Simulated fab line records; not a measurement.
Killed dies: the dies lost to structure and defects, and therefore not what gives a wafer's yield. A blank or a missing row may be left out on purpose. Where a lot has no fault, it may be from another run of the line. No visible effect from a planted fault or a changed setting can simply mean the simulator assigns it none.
The tool behind it: which one? + flow rit cmos + 14 lots with 42 wafers sampled at 3 steps, on a route of 202 steps

== WHAT THE GAUGES READ, wafer by wafer ==
RIT_ACTIVE_BOW_MEAS_00. Usual: for INCOMING_BOW the level is 0 um and the standard deviation is 6.7.
| lot  | measured    | on            | INCOMING_BOW (um) | flag |
|------|-------------|---------------|-------------------|------|
| L631 | day 1 10:01 | film metro-02 | 18 4 -7           |      |
| L632 | day 1 15:02 | film metro-04 | -4 -3 9           |      |
| L633 | day 1 20:00 | film metro-03 | -5 -5 -1          |      |
| L634 | day 2 01:00 | film metro-02 | -1 -5 -2          |      |
| L638 | day 2 21:02 | film metro-04 | -11 -7 -2         |      |
| L640 | day 3 07:02 | film metro-04 | -10 -4 11         |      |
| L641 | day 3 12:00 | film metro-02 | -8 -1 -3          |      |
| L643 | day 3 22:00 | film metro-03 | 2 -7 6            |      |
| L645 | day 4 08:00 | film metro-03 | 9 10 1            |      |
| L647 | day 4 18:00 | film metro-03 | -7 2 9            |      |
| L649 | day 5 04:00 | film metro-02 | -3 -8 -1          |      |
| L651 | day 5 14:02 | film metro-04 | 3 4 -5            |      |
| L652 | day 5 19:02 | film metro-02 | -9 -8 6           |      |
| L654 | day 6 05:01 | film metro-04 | 14 -4 3           |      |

RIT_ACTIVE_THK_MEAS_02. Usual: for ACTIVE_OXIDE_THK the level is 46.6 nm and the standard deviation is 0.81.
| lot  | measured    | on            | ACTIVE_OXIDE_THK (nm) | flag |
|------|-------------|---------------|-----------------------|------|
| L631 | day 1 12:23 | film metro-04 | 46.6 46.0 46.1        |      |
| L632 | day 1 17:04 | film metro-03 | 47.4 47.3 46.7        |      |
| L633 | day 1 22:03 | film metro-04 | 45.9 45.2 46.9        |      |
| L634 | day 2 03:03 | film metro-03 | 47.5 47.0 46.2        |      |
| L638 | day 3 00:59 | film metro-03 | 45.4 44.6 45.4        |      |
| L640 | day 3 09:25 | film metro-03 | 60.8 61.4 60.9        | OFF  |
| L641 | day 3 15:28 | film metro-04 | 61.2 61.2 60.9        | OFF  |
| L643 | day 4 01:08 | film metro-04 | 45.7 45.3 46.3        |      |
| L645 | day 4 10:03 | film metro-02 | 45.9 45.4 45.6        |      |
| L647 | day 4 20:03 | film metro-03 | 47.1 46.8 47.4        |      |
| L649 | day 5 06:16 | film metro-04 | 45.8 46.2 46.0        |      |
| L651 | day 5 16:13 | film metro-03 | 47.2 46.7 47.1        |      |
| L652 | day 5 21:15 | film metro-02 | 46.3 46.2 46.5        |      |
| L654 | day 6 08:03 | film metro-03 | 47.3 47.4 48.1        |      |

== WHAT TOOL EACH LOT RAN ON (gives the tool, then ch and the chambers of the sampled wafers, and finally the start) ==
| lot  | RIT_ACTIVE_OXIDATION_01      |
|------|------------------------------|
| L631 | furnace-02 ch 0, day 1 10:27 |
| L632 | furnace-01 ch 0, day 1 15:07 |
| L633 | furnace-02 ch 0, day 1 20:07 |
| L634 | furnace-04 ch 0, day 2 01:07 |
| L638 | furnace-02 ch 0, day 2 23:01 |
| L640 | furnace-01 ch 0, day 3 07:28 |
| L641 | furnace-01 ch 0, day 3 13:31 |
| L643 | furnace-02 ch 0, day 3 23:12 |
| L645 | furnace-02 ch 0, day 4 08:07 |
| L647 | furnace-04 ch 0, day 4 18:07 |
| L649 | furnace-04 ch 0, day 5 04:20 |
| L651 | furnace-04 ch 0, day 5 14:15 |
| L652 | furnace-04 ch 0, day 5 19:18 |
| L654 | furnace-04 ch 0, day 6 06:07 |
- RIT_ACTIVE_OXIDATION_01: target thk 46.8 nm, ox time 3360 s.

== AS READ BY THE TOOLS THEMSELVES (means over the sampled wafers that have a number; for cases with no such wafer, the mark the record gives instead) ==
RIT_ACTIVE_OXIDATION_01. Usual: ox temp c 999.9 C, standard deviation 0.41; ox temp c max 1003.8, standard deviation 1; spike tc source C 1023.8 C, standard deviation 2.2; tube_center_temp_C_max 1002.5, standard deviation 0.43; zone power load pct 34.4 %, standard deviation 0.54.
| lot  | tool       | ox temp c (C) | ox temp c max | spike tc source C (C) | tube_center_temp_C_max | zone power load pct (%) | flag |
|------|------------|---------------|---------------|-----------------------|------------------------|-------------------------|------|
| L631 | furnace-02 | 1000.0        | 1004.3        | 1021.6                | 1002.3                 | 33.4                    |      |
| L632 | furnace-01 | 999.8         | 1005.0        | 1025.5                | 1002.6                 | 34.8                    |      |
| L633 | furnace-02 | 1000.2        | 1004.6        | 1022.9                | 1002.6                 | 33.7                    |      |
| L634 | furnace-04 | 1000.2        | 1003.1        | 1022.7                | 1002.8                 | 34.5                    |      |
| L638 | furnace-02 | 1000.3        | 1004.3        | 1021.8                | 1002.6                 | 33.5                    |      |
| L640 | furnace-01 | 1000.0        | 1004.2        | 1027.0                | 1002.3                 | 34.4                    |      |
| L641 | furnace-01 | 999.9         | 1004.5        | 1025.7                | 1002.3                 | 34.6                    |      |
| L643 | furnace-02 | 999.7         | 1004.5        | 1022.5                | 1002.4                 | 33.9                    |      |
| L645 | furnace-02 | 999.8         | 1004.4        | 1021.9                | 1002.6                 | 33.7                    |      |
| L647 | furnace-04 | 999.9         | 1002.7        | 1022.2                | 1002.3                 | 34.6                    |      |
| L649 | furnace-04 | 999.1         | 1002.3        | 1023.6                | 1002.4                 | 34.6                    |      |
| L651 | furnace-04 | 999.9         | 1002.7        | 1022.5                | 1002.4                 | 34.9                    |      |
| L652 | furnace-04 | 1000.3        | 1003.3        | 1023.3                | 1002.3                 | 34.7                    |      |
| L654 | furnace-04 | 999.8         | 1002.4        | 1022.7                | 1002.3                 | 34.5                    |      |

== THE ANSWER, worked out from the rows above alone ==
Rule: lot off if the mean of its wafers having a number is beyond 3 standard deviations from the usual mean. Also off: a lot with no number at a reading for which 4 or more lots have one. The other lots that the step has rows for count as sound. The gauges are gone through in route order, then the tools' own readings, and for those a lot's mean is taken as printed above. At the first step where some lot is off, the reading lying furthest off is the one used; lots without a number count as furthest.
Off: at RIT_ACTIVE_THK_MEAS_02 (ACTIVE_OXIDE_THK), L640, L641.
A tool fits if, at a process step before that reading, it ran every lot that is off, and no sound lot after the first of them. The gauges at RIT_ACTIVE_THK_MEAS_02 are tried like those tools. One fits: furnace-01 at RIT_ACTIVE_OXIDATION_01. A fault onset in the window from L632 (day 1 15:07, its last sound lot) to L640 (day 3 07:28, its first lot off) fits.

== WHAT WAS PUT IN BY THE SIMULATOR ==
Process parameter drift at RIT_ACTIVE_OXIDATION_01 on furnace-01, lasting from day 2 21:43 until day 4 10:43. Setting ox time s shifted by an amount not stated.
Struck lots among those shown: L640, L641. Same finding as the rule above.
